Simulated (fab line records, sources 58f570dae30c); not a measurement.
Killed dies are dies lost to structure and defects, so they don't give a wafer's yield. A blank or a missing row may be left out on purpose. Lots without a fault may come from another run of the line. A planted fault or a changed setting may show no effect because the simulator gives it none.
A sampling plan put to the test | flow berkeley_cmos170 | one fab line, 16 faults that these records tell of, each judged on the records of the lots that it struck
The plan is the line's own looks: the steps of the route at which a gauge or an inspection reads the wafer and doesn't change it. A look can be judged if struck wafers have a number there and the file gives its usual mean and standard deviation on fault-free wafers. Caught: at a look after the fault's first step, the mean of the struck wafers lies 4 or more of those standard deviations (sigma) from the usual mean. On the tool: the same test on the tool's own readings at the fault's steps. Another recipe on the struck wafers, or a record that is blank for them alone, also counts as caught.

THE FAULTS, as the simulator had put them in
1. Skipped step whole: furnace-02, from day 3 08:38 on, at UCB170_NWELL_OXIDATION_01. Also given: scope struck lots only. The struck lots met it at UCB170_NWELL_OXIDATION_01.
2. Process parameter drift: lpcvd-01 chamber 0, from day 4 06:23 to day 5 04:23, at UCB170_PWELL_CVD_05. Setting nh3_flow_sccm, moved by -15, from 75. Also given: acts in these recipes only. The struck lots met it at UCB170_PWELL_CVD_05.
3. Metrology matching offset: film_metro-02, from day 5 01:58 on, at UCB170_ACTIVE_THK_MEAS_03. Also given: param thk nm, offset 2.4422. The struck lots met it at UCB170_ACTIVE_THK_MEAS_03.
4. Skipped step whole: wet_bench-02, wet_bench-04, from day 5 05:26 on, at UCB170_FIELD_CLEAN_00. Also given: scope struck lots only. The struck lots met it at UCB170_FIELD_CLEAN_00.
5. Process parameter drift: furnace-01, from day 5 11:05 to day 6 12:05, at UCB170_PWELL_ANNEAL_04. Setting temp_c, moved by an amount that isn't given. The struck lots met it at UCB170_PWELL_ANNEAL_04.
6. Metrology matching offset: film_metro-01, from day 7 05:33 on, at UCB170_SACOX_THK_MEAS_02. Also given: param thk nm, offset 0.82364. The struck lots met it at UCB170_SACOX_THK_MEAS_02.
7. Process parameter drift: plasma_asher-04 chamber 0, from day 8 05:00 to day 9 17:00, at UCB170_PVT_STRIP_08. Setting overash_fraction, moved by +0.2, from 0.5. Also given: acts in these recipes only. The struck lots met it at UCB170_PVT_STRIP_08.
8. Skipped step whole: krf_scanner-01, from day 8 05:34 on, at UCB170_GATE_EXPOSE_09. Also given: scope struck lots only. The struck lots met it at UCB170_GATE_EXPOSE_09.
9. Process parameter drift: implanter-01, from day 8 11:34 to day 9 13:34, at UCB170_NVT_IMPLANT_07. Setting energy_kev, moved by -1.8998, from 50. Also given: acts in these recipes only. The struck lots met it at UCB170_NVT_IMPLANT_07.
10. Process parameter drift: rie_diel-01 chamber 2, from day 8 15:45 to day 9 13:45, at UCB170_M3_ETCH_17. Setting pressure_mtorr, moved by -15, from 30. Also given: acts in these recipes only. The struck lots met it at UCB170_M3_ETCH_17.
11. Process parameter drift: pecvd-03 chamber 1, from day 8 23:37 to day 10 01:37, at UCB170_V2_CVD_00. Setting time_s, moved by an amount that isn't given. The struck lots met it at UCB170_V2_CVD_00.
12. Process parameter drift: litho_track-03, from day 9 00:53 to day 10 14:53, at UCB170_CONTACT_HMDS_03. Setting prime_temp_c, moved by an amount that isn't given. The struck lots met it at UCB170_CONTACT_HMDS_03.
13. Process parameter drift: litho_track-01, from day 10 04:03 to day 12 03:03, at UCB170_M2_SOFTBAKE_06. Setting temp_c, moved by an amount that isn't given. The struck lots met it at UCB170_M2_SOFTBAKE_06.
14. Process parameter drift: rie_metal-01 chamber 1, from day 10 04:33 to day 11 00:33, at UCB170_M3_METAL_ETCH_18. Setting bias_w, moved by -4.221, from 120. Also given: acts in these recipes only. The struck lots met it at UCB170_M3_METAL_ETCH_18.
15. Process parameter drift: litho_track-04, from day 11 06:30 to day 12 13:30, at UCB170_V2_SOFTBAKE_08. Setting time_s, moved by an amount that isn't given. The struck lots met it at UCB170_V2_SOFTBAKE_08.
16. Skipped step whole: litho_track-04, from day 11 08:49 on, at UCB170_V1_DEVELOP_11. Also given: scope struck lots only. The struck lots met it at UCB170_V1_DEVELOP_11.

WHAT THE PLAN SAW
fault | on the tool itself                               | first look that catches it                      | reading, sigma        | median hours from its first step to that look | hours from the fault's start to the first struck lot there | judged looks passed uncaught
1     | the tool's record is blank for the struck wafers | no look after it can be judged                  | -                     | -                                             | -                                                          | 0
2     | nh3_flow_sccm -62 sigma                          | UCB170_PWELL_THK_MEAS_06                        | PWELL_NITRIDE_THK -19 | 1.9                                           | 5                                                          | 0
3     | ACTIVE_OXIDE_THK +4.6 sigma                      | none of the 2 looks that can be judged after it | -                     | -                                             | -                                                          | 2
4     | the tool's record is blank for the struck wafers | not the one look that can be judged after it    | -                     | -                                             | -                                                          | 1
5     | tube_center_temp_C +73 sigma                     | not the one look that can be judged after it    | -                     | -                                             | -                                                          | 1
6     | only faintly: SACOX_OXIDE_THK +3.0 sigma         | none of the 2 looks that can be judged after it | -                     | -                                             | -                                                          | 2
7     | oes_product_au -13 sigma                         | not the one look that can be judged after it    | -                     | -                                             | -                                                          | 1
8     | no reading that can be judged                    | no look after it can be judged                  | -                     | -                                             | -                                                          | 0
9     | beam_energy_keV -99 or beyond sigma              | no look after it can be judged                  | -                     | -                                             | -                                                          | 0
10    | chamber_pressure_mTorr -99 or beyond sigma       | no look after it can be judged                  | -                     | -                                             | -                                                          | 0
11    | run_length_s -20 sigma                           | no look after it can be judged                  | -                     | -                                             | -                                                          | 0
12    | prime_temp_c -18 sigma                           | no look after it can be judged                  | -                     | -                                             | -                                                          | 0
13    | heater_power_total_W +30 sigma                   | no look after it can be judged                  | -                     | -                                             | -                                                          | 0
14    | bias_w -12 sigma                                 | no look after it can be judged                  | -                     | -                                             | -                                                          | 0
15    | run_length_s +61 sigma                           | no look after it can be judged                  | -                     | -                                             | -                                                          | 0
16    | the tool's record is blank for the struck wafers | no look after it can be judged                  | -                     | -                                             | -                                                          | 0
A dash: the fault isn't caught, or these records don't give the number.

Caught at a look: 1 of 16. Caught on the tool: 14 of 16. By one or the other: 14 of 16.
Caught on the tool alone: faults 1, 3, 4, 5, 7, 9, 10, 11, 12, 13, 14, 15, 16.
Caught by neither: faults 6, 8.

THINNER SAMPLING
If the look that catches a fault measured only every second or every third lot, by lot number, the first struck lot would be measured this late in the worst case:
fault | struck lots at that look, in order of time | every lot | every second lot | every third lot
2     | L718, L720                                 | 5 h       | may miss all 2   | may miss all 2
Hours are from the fault's start to the first struck lot that is measured. The limit of 4 sigma was tested on all struck wafers together, so one lot alone may lie under it. Other struck lots may not be in these records.

THE LONGEST TIMED WAY FROM STEP TO LOOK
Fault 2: a median of 1.9 hours passes between UCB170_PWELL_CVD_05 and UCB170_PWELL_THK_MEAS_06. No look between them can be judged.
